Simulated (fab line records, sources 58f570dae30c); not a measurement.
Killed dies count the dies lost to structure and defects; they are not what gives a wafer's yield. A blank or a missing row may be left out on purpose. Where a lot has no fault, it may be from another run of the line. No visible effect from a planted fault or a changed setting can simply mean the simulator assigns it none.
Matching of chambers + flow berkeley cmos170 + UCB170_M3_ETCH_17 on rie diel-04: 4 sister chambers
The step etches BARC in N2/H2. 4 wafers are shown with their chamber, then 11 later ones without.

## EACH WAFER AND ITS CHAMBER
| wafer  | chamber | drypump motor current A (A) |
|--------|---------|-----------------------------|
| L626.4 | 2       | 6.7                         |
| L629.3 | 3       | 5.4                         |
| L629.5 | 1       | 6.1                         |
| L633.1 | 0       | 5.9                         |

## WAFERS WITHOUT THEIR CHAMBER
| wafer  | drypump motor current A (A) |
|--------|-----------------------------|
| L633.3 | 6.0                         |
| L633.6 | 6.0                         |
| L635.1 | 5.9                         |
| L635.3 | 5.4                         |
| L635.5 | 5.9                         |
| L637.2 | 6.1                         |
| L637.4 | 5.9                         |
| L637.5 | 5.4                         |
| L639.1 | 5.4                         |
| L639.3 | 6.7                         |
| L639.4 | 5.9                         |

## THE CHAMBER EACH PASSED THROUGH
| wafer  | from the rows above     | in truth |
|--------|-------------------------|----------|
| L633.3 | can't be placed: 0 or 1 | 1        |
| L633.6 | can't be placed: 0 or 1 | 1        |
| L635.1 | 0                       | 0        |
| L635.3 | 3                       | 3        |
| L635.5 | 0                       | 0        |
| L637.2 | 1                       | 1        |
| L637.4 | 0                       | 0        |
| L637.5 | 3                       | 3        |
| L639.1 | 3                       | 3        |
| L639.3 | 2                       | 2        |
| L639.4 | 0                       | 0        |
Correctly placed: 9 of 11. Can't be placed from these rows: 2 (the true chamber is among the candidates in 2). Placed wrongly: 0.
How it was worked out, from the rows above alone: a wafer's distance from a chamber is the root of the sum, over the readings, of the square of ((its reading less the chamber's mean) divided by the reading's scatter). If the next closest chamber is less than 2 further off than the closest, the wafer can't be placed; otherwise it belongs to the closest. Each chamber's mean is taken over the wafers shown for it. The scatter: with one shown wafer a chamber, the root of the mean of the squares of how far each hidden wafer lies from its nearest shown one.
